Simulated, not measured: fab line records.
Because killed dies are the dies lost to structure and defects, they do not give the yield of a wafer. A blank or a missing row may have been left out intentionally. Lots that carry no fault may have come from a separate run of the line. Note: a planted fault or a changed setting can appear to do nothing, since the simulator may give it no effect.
Which tool did it? || flow rit_cmos || 14 lots, 38 wafers sampled, at 3 steps of a route of 202

== WHAT EACH GAUGE READ, for each wafer ==
RIT_NSD_TW_MEAS_10. Usual: NSD_TW gives 3124 (standard deviation 15).
{"lot": "L761", "measured": "day 3 09:43", "on": "film_metro-02", "NSD_TW": "3098 3130 3126", "flag": ""}
{"lot": "L763", "measured": "day 3 19:46", "on": "film_metro-01", "NSD_TW": "3119 3121 3112", "flag": ""}
{"lot": "L764", "measured": "day 3 22:57", "on": "film_metro-01", "NSD_TW": "3124 3145 3127", "flag": ""}
{"lot": "L766", "measured": "day 4 09:34", "on": "film_metro-03", "NSD_TW": "3147 3124 3123", "flag": ""}
{"lot": "L767", "measured": "day 4 17:55", "on": "film_metro-02", "NSD_TW": "3129 3160 3147", "flag": ""}
{"lot": "L769", "measured": "day 5 01:39", "on": "film_metro-01", "NSD_TW": 3114, "flag": ""}
{"lot": "L771", "measured": "day 5 16:33", "on": "film_metro-02", "NSD_TW": 3123, "flag": ""}
{"lot": "L773", "measured": "day 5 22:20", "on": "film_metro-01", "NSD_TW": "3108 3110 3099", "flag": ""}
{"lot": "L775", "measured": "day 6 08:22", "on": "film_metro-02", "NSD_TW": "3130 3116 3123", "flag": ""}
{"lot": "L778", "measured": "day 6 23:29", "on": "film_metro-03", "NSD_TW": "3141 3137 3138", "flag": ""}
{"lot": "L780", "measured": "day 7 09:05", "on": "film_metro-03", "NSD_TW": "3108 3109 3080", "flag": ""}
{"lot": "L781", "measured": "day 7 12:46", "on": "film_metro-03", "NSD_TW": "3116 3101 3112", "flag": ""}
{"lot": "L782", "measured": "day 7 16:17", "on": "film_metro-03", "NSD_TW": "3140 3106 3115", "flag": ""}
{"lot": "L783", "measured": "day 8 00:04", "on": "film_metro-01", "NSD_TW": "3115 3107 3107", "flag": ""}

== TOOL THAT RAN EACH LOT (tool first, then ch and the chambers of the sampled wafers, then the start) ==
{"lot": "L761", "RIT_PLDD_STRIP_09": "plasma_asher-02 ch 0,1, day 3 04:28", "RIT_SPACER_ETCHBACK_05": "rie_diel-03 ch 0,2, day 3 08:12"}
{"lot": "L763", "RIT_PLDD_STRIP_09": "plasma_asher-01 ch 0,1, day 3 15:34", "RIT_SPACER_ETCHBACK_05": "rie_diel-01 ch 0,3, day 3 18:08"}
{"lot": "L764", "RIT_PLDD_STRIP_09": "plasma_asher-02 ch 0,1, day 3 18:27", "RIT_SPACER_ETCHBACK_05": "rie_diel-03 ch 1,2,3, day 3 21:25"}
{"lot": "L766", "RIT_PLDD_STRIP_09": "plasma_asher-01 ch 0,1, day 4 05:09", "RIT_SPACER_ETCHBACK_05": "rie_diel-02 ch 0,3, day 4 08:03"}
{"lot": "L767", "RIT_PLDD_STRIP_09": "plasma_asher-01 ch 0, day 4 13:02", "RIT_SPACER_ETCHBACK_05": "rie_diel-02 ch 1,2,3, day 4 15:37"}
{"lot": "L769", "RIT_PLDD_STRIP_09": "plasma_asher-02 ch 0, day 4 21:26", "RIT_SPACER_ETCHBACK_05": "rie_diel-02 ch 1, day 5 00:01"}
{"lot": "L771", "RIT_PLDD_STRIP_09": "plasma_asher-01 ch 1, day 5 11:16", "RIT_SPACER_ETCHBACK_05": "rie_diel-02 ch 0, day 5 14:53"}
{"lot": "L773", "RIT_PLDD_STRIP_09": "plasma_asher-02 ch 0,1, day 5 18:07", "RIT_SPACER_ETCHBACK_05": "rie_diel-01 ch 1,3, day 5 20:42"}
{"lot": "L775", "RIT_PLDD_STRIP_09": "plasma_asher-03 ch 0,1, day 6 04:14", "RIT_SPACER_ETCHBACK_05": "rie_diel-02 ch 0,1,2, day 6 06:51"}
{"lot": "L778", "RIT_PLDD_STRIP_09": "plasma_asher-03 ch 0,1, day 6 18:50", "RIT_SPACER_ETCHBACK_05": "rie_diel-03 ch 0,1,3, day 6 21:54"}
{"lot": "L780", "RIT_PLDD_STRIP_09": "plasma_asher-01 ch 0,1, day 7 05:00", "RIT_SPACER_ETCHBACK_05": "rie_diel-02 ch 0,2, day 7 07:35"}
{"lot": "L781", "RIT_PLDD_STRIP_09": "plasma_asher-01 ch 0,1, day 7 08:41", "RIT_SPACER_ETCHBACK_05": "rie_diel-03 ch 0,1, day 7 11:16"}
{"lot": "L782", "RIT_PLDD_STRIP_09": "plasma_asher-03 ch 0,1, day 7 11:53", "RIT_SPACER_ETCHBACK_05": "rie_diel-03 ch 1,2, day 7 14:29"}
{"lot": "L783", "RIT_PLDD_STRIP_09": "plasma_asher-01 ch 0, day 7 19:52", "RIT_SPACER_ETCHBACK_05": "rie_diel-02 ch 2,3, day 7 22:26"}
- RIT_PLDD_STRIP_09: strips in O2, time 180 s.
- RIT_SPACER_ETCHBACK_05: etches Si3N4 in SF6/CHF3, stops on SiO2, target depth 250 nm, time 240 s.

== AS READ BY THE TOOLS THEMSELVES (means over the sampled wafers that have a number; for cases with no such wafer, the mark the record gives instead) ==
RIT_PLDD_STRIP_09. Usual: drypump_motor_current_A 5.6 A, standard deviation 0.55; run_length_s 208.5 s, standard deviation 0.48.
{"lot": "L761", "tool": "plasma_asher-02", "drypump_motor_current_A (A)": 6.0, "run_length_s (s)": 208.1, "flag": ""}
{"lot": "L763", "tool": "plasma_asher-01", "drypump_motor_current_A (A)": 5.0, "run_length_s (s)": 208.7, "flag": ""}
{"lot": "L764", "tool": "plasma_asher-02", "drypump_motor_current_A (A)": 6.0, "run_length_s (s)": 208.5, "flag": ""}
{"lot": "L766", "tool": "plasma_asher-01", "drypump_motor_current_A (A)": 5.0, "run_length_s (s)": 208.5, "flag": ""}
{"lot": "L767", "tool": "plasma_asher-01", "drypump_motor_current_A (A)": 4.9, "run_length_s (s)": 207.9, "flag": ""}
{"lot": "L769", "tool": "plasma_asher-02", "drypump_motor_current_A (A)": 6.2, "run_length_s (s)": 208.2, "flag": ""}
{"lot": "L771", "tool": "plasma_asher-01", "drypump_motor_current_A (A)": 5.0, "run_length_s (s)": 208.5, "flag": ""}
{"lot": "L773", "tool": "plasma_asher-02", "drypump_motor_current_A (A)": 5.7, "run_length_s (s)": 208.1, "flag": ""}
{"lot": "L775", "tool": "plasma_asher-03", "drypump_motor_current_A (A)": 6.1, "run_length_s (s)": 208.9, "flag": ""}
{"lot": "L778", "tool": "plasma_asher-03", "drypump_motor_current_A (A)": 6.0, "run_length_s (s)": 209.2, "flag": ""}
{"lot": "L780", "tool": "plasma_asher-01", "drypump_motor_current_A (A)": 5.0, "run_length_s (s)": 208.5, "flag": ""}
{"lot": "L781", "tool": "plasma_asher-01", "drypump_motor_current_A (A)": 5.0, "run_length_s (s)": 208.2, "flag": ""}
{"lot": "L782", "tool": "plasma_asher-03", "drypump_motor_current_A (A)": 6.1, "run_length_s (s)": 208.8, "flag": ""}
{"lot": "L783", "tool": "plasma_asher-01", "drypump_motor_current_A (A)": 5.0, "run_length_s (s)": 208.1, "flag": ""}

RIT_SPACER_ETCHBACK_05. Usual: drypump_motor_current_A 5.7 A, standard deviation 0.38; oes_product_au 0.850 a.u., standard deviation 0.012; throttle_valve_pct 10.31 %, standard deviation 0.16.
{"lot": "L761", "tool": "rie_diel-03", "drypump_motor_current_A (A)": 5.8, "oes_product_au (a.u.)": 0.844, "throttle_valve_pct (%)": 10.41, "flag": ""}
{"lot": "L763", "tool": "rie_diel-01", "drypump_motor_current_A (A)": 5.8, "oes_product_au (a.u.)": 0.842, "throttle_valve_pct (%)": 10.34, "flag": ""}
{"lot": "L764", "tool": "rie_diel-03", "drypump_motor_current_A (A)": 5.6, "oes_product_au (a.u.)": 0.842, "throttle_valve_pct (%)": 10.33, "flag": ""}
{"lot": "L766", "tool": "rie_diel-02", "drypump_motor_current_A (A)": 6.1, "oes_product_au (a.u.)": 0.858, "throttle_valve_pct (%)": 10.17, "flag": ""}
{"lot": "L767", "tool": "rie_diel-02", "drypump_motor_current_A (A)": 5.4, "oes_product_au (a.u.)": 0.854, "throttle_valve_pct (%)": 10.24, "flag": ""}
{"lot": "L769", "tool": "rie_diel-02", "drypump_motor_current_A (A)": 5.7, "oes_product_au (a.u.)": 0.831, "throttle_valve_pct (%)": 10.07, "flag": ""}
{"lot": "L771", "tool": "rie_diel-02", "drypump_motor_current_A (A)": 6.4, "oes_product_au (a.u.)": 0.841, "throttle_valve_pct (%)": 10.04, "flag": ""}
{"lot": "L773", "tool": "rie_diel-01", "drypump_motor_current_A (A)": 5.7, "oes_product_au (a.u.)": 0.833, "throttle_valve_pct (%)": 10.37, "flag": ""}
{"lot": "L775", "tool": "rie_diel-02", "drypump_motor_current_A (A)": 5.7, "oes_product_au (a.u.)": 0.854, "throttle_valve_pct (%)": 10.13, "flag": ""}
{"lot": "L778", "tool": "rie_diel-03", "drypump_motor_current_A (A)": 5.8, "oes_product_au (a.u.)": 0.858, "throttle_valve_pct (%)": 10.39, "flag": ""}
{"lot": "L780", "tool": "rie_diel-02", "drypump_motor_current_A (A)": 5.5, "oes_product_au (a.u.)": 0.858, "throttle_valve_pct (%)": 10.18, "flag": ""}
{"lot": "L781", "tool": "rie_diel-03", "drypump_motor_current_A (A)": 5.7, "oes_product_au (a.u.)": 0.845, "throttle_valve_pct (%)": 10.44, "flag": ""}
{"lot": "L782", "tool": "rie_diel-03", "drypump_motor_current_A (A)": 5.5, "oes_product_au (a.u.)": 0.844, "throttle_valve_pct (%)": 10.34, "flag": ""}
{"lot": "L783", "tool": "rie_diel-02", "drypump_motor_current_A (A)": 5.4, "oes_product_au (a.u.)": 0.849, "throttle_valve_pct (%)": 10.34, "flag": ""}

== THE ANSWER, worked out from the rows above alone ==
Rule: a lot is off if the mean of its wafers that have a number lies more than 3 standard deviations from the usual mean. A lot without any number at a reading at which 4 lots or more have one is off too. All remaining lots with rows at the step are treated as sound. First the gauges in route order, then the tools' own readings, where a lot's mean is used as printed above. The first step at which some lot is off is used, and at that step the reading that is off furthest; a lot without a number counts as furthest.
No lot is off on any of the readings shown, so nothing can be concluded from this.

== WHAT THE SIMULATOR PUT IN ==
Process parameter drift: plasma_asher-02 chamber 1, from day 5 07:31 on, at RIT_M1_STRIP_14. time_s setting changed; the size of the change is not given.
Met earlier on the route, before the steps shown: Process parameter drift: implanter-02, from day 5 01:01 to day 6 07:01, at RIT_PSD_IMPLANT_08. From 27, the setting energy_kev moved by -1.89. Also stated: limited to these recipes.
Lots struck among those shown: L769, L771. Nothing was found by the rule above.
